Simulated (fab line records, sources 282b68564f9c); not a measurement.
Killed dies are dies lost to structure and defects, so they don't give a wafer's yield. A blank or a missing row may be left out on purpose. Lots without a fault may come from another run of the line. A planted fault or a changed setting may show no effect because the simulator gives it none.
Problem report in the 8D (eight disciplines) form, filled by code | flow rit_cmos | the parts of the form that need people (team, actions taken, sign-off) are left out

1. THE PROBLEM
cathode_dc_power_W at RIT_M1_SPUTTER_00 reads a mean of 1959.3 W on 2 wafers of 2 lots; wafers without a fault read 2000.0 W with a standard deviation of 0.32. That is -99 or more standard deviations from the usual mean.
The step: material Al, target thk 400 nm, time 500 s.
First seen on wafer L477.4, day 6 19:17, on pvd_sputter-01. The record holds 16 wafers of 6 lots with a number at this step. Rule for "out", or "out of limits": more than 4 standard deviations from the usual mean. The other wafers with a number count as sound.

2. WHAT IT IS AND WHAT IT IS NOT
question                    | is                 | is not
which readings at this step | cathode_dc_power_W | chamber_pressure_pa, substrate_temp_c, throttle_valve_pct
which lots                  | L477, L479         | L467, L474, L478, L484
which wafers of those lots  | L477.4, L479.2     | L477.3, L477.5
read on which tools         | pvd_sputter-01     | pvd_sputter-02, pvd_sputter-03
when                        | from day 6 19:17   | up to then (8 sound wafers); but 6 sound wafers of L478, L484 came after

3. SUSPECTS, AND WHAT RULES EACH OUT
Counting: a tool at a process step up to the reading stays a suspect if it ran every lot that is out. Sound lots after the first of them don't rule it out here, since some wafers of a struck lot are sound.
- rie_diel-01 at RIT_CONTACT_ETCH_11 (etches SiO2 in CHF3/CF4/Ar, stops on TiSi2, target depth 480 nm, time 320 s): kept. It ran every lot that is out, first L477 (day 6 18:27); its last sound lot up to then is L467 (day 4 18:20).
- pvd_sputter-01 at RIT_M1_SPUTTER_00 (material Al, target thk 400 nm, time 500 s): kept. It ran every lot that is out, first L477 (day 6 19:17); its last sound lot up to then is L467 (day 4 19:10). Its own readings are out on those wafers: cathode_dc_power_W.
Left after counting: rie_diel-01 at RIT_CONTACT_ETCH_11, pvd_sputter-01 at RIT_M1_SPUTTER_00.

4. THE CAUSE (what the simulator had put in)
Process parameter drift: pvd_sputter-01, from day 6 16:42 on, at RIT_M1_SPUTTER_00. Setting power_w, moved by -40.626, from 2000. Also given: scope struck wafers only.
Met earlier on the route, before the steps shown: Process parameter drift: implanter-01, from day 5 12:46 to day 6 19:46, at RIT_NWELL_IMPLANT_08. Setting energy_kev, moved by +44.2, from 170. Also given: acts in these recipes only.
Counting left 2 suspects, and this tool is among them.

5. THE CHAIN OF EFFECTS, in route order
Each row: a reading whose mean over the struck wafers that have a number lies more than 3 standard deviations from the usual. Only readings for which the record gives a usual standard deviation are gone through. hours: the time from each lot's start at the first step in this table that gives one to its start at this step, as a median over the lots. sigmas: the change in usual standard deviations.
hours | step              | reading            | usual    | on struck wafers | change | sigmas
0     | RIT_M1_SPUTTER_00 | cathode_dc_power_W | 2000.0 W | 1959.3           | -40.7  | -99 or more
The process steps in it:
- RIT_M1_SPUTTER_00: material Al, target thk 400 nm, time 500 s.
Later measuring or inspecting steps at which every struck wafer that the step has a row for has a number for every such reading, and none has moved that far: RIT_M1_RS_MEAS_01, RIT_M1_THK_MEAS_02, RIT_M1_CD_MEAS_09, RIT_M1_OVL_MEAS_10.

6. WHAT WOULD HAVE CAUGHT IT SOONER
In this record the first reading out of limits was taken at day 6 19:17, 3 hours after the fault began at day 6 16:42.
